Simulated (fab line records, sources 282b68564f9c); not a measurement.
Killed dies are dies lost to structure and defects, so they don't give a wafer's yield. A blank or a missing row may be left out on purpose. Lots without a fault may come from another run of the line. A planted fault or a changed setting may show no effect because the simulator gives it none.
A struck lot beside a sound one | flow rit_cmos | 13 steps out of a route of 202
Sound: wafers L563.1, L563.2, L563.3. Struck: wafers L572.2, L572.4, L572.5. The cause comes at the end.
At each step with rows: each side's tool, then ch and its chambers, then its first start. Under that, the readings that differ: sound wafers | struck wafers | difference of the means | sigmas: that difference in standard deviations of wafers without a fault.
alike: readings whose means differ by less than 2 such deviations, and words and numbers that are the same on both sides. not compared: withheld readings, readings that some wafer has no value for, bounds like >300 that may hide the same value, and numbers for which the record gives no deviation and whose values overlap.
The two part at a step that has a row with sigmas, a row that says differs or no value, or rows on one side only. Numbers that don't overlap but have no deviation are shown without sigmas and don't part them. A reading that every wafer of one side lacks parts them only if that side has two wafers or more.

first, 2 steps without rows for these wafers: RIT_ACTIVE_PEB_09; RIT_ACTIVE_DEVELOP_10 (develop time 50 s).
RIT_ACTIVE_CD_MEAS_11: target cd 1400 nm.
  sound on cd_sem-01, day 3 07:25; struck on cd_sem-02, day 5 04:23
  alike: cd_nm
then, 1 step without rows for these wafers: RIT_ACTIVE_HARDBAKE_12 (time 60 s).
RIT_ACTIVE_ETCH_13: etches Si3N4 in SF6, stops on SiO2, time 210 s, target depth 210 nm.
  sound on rie_diel-02 ch 0,1,3, day 3 07:41; struck on rie_diel-02 ch 0,1, day 5 04:38
  alike: SF6_flow_sccm, chamber_pressure_mTorr, drypump_motor_current_A, oes_product_au, throttle_valve_pct
  not compared: rf_hours_counter_h
RIT_ACTIVE_STRIP_14: strips in O2, time 180 s.
  sound on plasma_asher-02 ch 0,1, day 3 07:49; struck on plasma_asher-04 ch 0,1, day 5 04:46
  alike: drypump_motor_current_A, rf_refl_power_W
  not compared: rf_hours_counter_h
RIT_ACTIVE_CD_MEAS_90: target cd 1400 nm.
  sound on cd_sem-01, day 3 08:00; struck on cd_sem-01, day 5 04:58
  alike: cd_nm
then, 4 steps without rows for these wafers: RIT_ACTIVE_CLEAN_15 (cleans in SC1, time 600 s); RIT_ACTIVE_CLEAN_16 (cleans in dHF, time 30 s); RIT_ACTIVE_CLEAN_17 (cleans in SC2, time 600 s); RIT_FOX1_OXIDATION_00 (target thk 350.7 nm, ox time 1130 s).
RIT_FOX1_THK_MEAS_01:
  sound on film_metro-03, day 3 09:58; struck on film_metro-01, day 5 07:23
  reading             | sound       | struck      | difference | sigmas
  FOX1_OXIDE_THK (nm) | 352 356 362 | 337 344 340 | -16        | -2
RIT_FOX1_WET_ETCH_02: etches SiO2 in BOE, target depth 350 nm, time 390 s.
  sound on wet_bench-01 ch 3, day 3 10:01; struck on wet_bench-02 ch 2, day 5 07:26
  no value came back on the struck wafers for bath_heat_duty_pct (%), run_length_s (s); on the sound wafers bath_heat_duty_pct (%) reads 1.4 1.3 1.6
  reading                                     | sound             | struck            | difference | sigmas
  model.SiO2_of_FOX1_OXIDATION_00.thk_nm (nm) | 0 0 0             | 336.8 344.2 340.4 | +340.5     |
  model.Si3N4_of_ACTIVE_CVD_03.thk_nm (nm)    | 137.1 136.5 138.5 | 142.4 141.6 142.4 | +4.8       |

WHERE THEY PART
First at RIT_FOX1_THK_MEAS_01; last, within this record, at RIT_FOX1_WET_ETCH_02.

WHY: what the simulator had put in
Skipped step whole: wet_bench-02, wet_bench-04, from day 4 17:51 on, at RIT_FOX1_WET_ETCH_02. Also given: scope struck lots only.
